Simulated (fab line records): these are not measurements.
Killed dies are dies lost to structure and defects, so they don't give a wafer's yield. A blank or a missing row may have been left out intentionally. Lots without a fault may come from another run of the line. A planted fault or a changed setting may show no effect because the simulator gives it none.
Which of the tools did it?    flow berkeleyCmos170    11 lots with 33 wafers sampled at 3 steps, on a route of 331 steps

## WHAT EACH GAUGE READ, for each wafer
UCB170_NSD_CD_MEAS_06: target cd 1200 nm.
lot   measured      on        cdNm (nm)
L955  day 8 05:04   cdSem-01  1198.4 1198.4 1197.6
L963  day 10 14:01  cdSem-01  1207.8 1208.7 1209.5 1207.7 1208.7 1209.5
L964  day 10 14:21  cdSem-01  1210.6 1209.7 1209.7 1210.7 1209.7 1209.8
L968  day 11 12:09  cdSem-01  1199.0 1200.6 1200.2
L970  day 12 03:05  cdSem-02  1198.0 1199.1 1198.7
L972  day 12 14:27  cdSem-01  1197.2 1198.3 1198.5
L973  day 12 14:43  cdSem-02  1201.6 1201.5 1202.8
L975  day 12 21:29  cdSem-01  1200.0 1199.9 1201.5
L977  day 13 07:23  cdSem-02  1201.8 1202.5 1202.5
L976  day 13 07:40  cdSem-02  1202.0 1203.0 1203.4
L978  day 13 06:58  cdSem-02  1200.5 1201.7 1200.7

## WHAT TOOL EACH LOT RAN ON (gives the tool, then ch and the chambers of the sampled wafers, and finally the start)
lot   UCB170_ZERO_STRIP_07                UCB170_NSD_PEB_04
L955  plasmaAsher-03 ch 0,1, day 1 19:50  lithoTrack-04 ch 0, day 8 04:48
L963  plasmaAsher-03 ch 0,1, day 3 15:04  lithoTrack-04 ch 0, day 10 13:44
L964  plasmaAsher-04 ch 0,1, day 3 21:37  lithoTrack-04 ch 0, day 10 14:05
L968  plasmaAsher-03 ch 0,1, day 4 17:52  lithoTrack-01 ch 0, day 11 11:46
L970  plasmaAsher-02 ch 0, day 5 03:13    lithoTrack-02 ch 0, day 12 02:45
L972  plasmaAsher-04 ch 0,1, day 5 12:52  lithoTrack-02 ch 0, day 12 14:11
L973  plasmaAsher-04 ch 0,1, day 5 18:11  lithoTrack-02 ch 0, day 12 14:26
L975  plasmaAsher-02 ch 0,1, day 6 01:50  lithoTrack-01 ch 0, day 12 21:13
L977  plasmaAsher-03 ch 0,1, day 6 09:35  lithoTrack-01 ch 0, day 13 06:56
L976  plasmaAsher-02 ch 0,1, day 6 09:39  lithoTrack-01 ch 0, day 13 07:23
L978  plasmaAsher-04 ch 0,1, day 6 19:07  lithoTrack-01 ch 0, day 13 06:32
- UCB170_ZERO_STRIP_07: strips in O2.
- UCB170_NSD_PEB_04

## THE ANSWER, worked out from the rows above alone
Rule: the usual values come from the lots themselves. Put in order of their means at a reading, lots are off if they are a third of the lots or fewer, leave a main group of 4 or more, and stand apart from it by a gap of 3 or more times the standard deviation of the main group's means; of several such gaps the widest counts. Not used: any main group whose means are identical at the precision the tables above print for the reading. A lot without any number at a reading at which 4 lots or more have one is off too. Where the step has rows for the other lots, those lots are counted as sound.
Off, at UCB170_NSD_CD_MEAS_06 on cdNm: L963, L964. The main group: mean 1200.3 nm, standard deviation 1.7.
If a tool, at a process step before that reading, ran all the lots that are off and no sound lot after the first of them, it fits. The gauges at UCB170_NSD_CD_MEAS_06 are tried like those tools. One fits: lithoTrack-04 at UCB170_NSD_PEB_04. Its last sound lot is L955 (day 8 04:48), its first lot that is off L963 (day 10 13:44): a fault that began between those two fits.

## WHAT THE SIMULATOR HAD PUT IN
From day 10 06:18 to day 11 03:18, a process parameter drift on lithoTrack-04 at UCB170_NSD_PEB_04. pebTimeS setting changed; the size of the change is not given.
Shown lots that were struck: L963, L964. Same finding as the rule above.
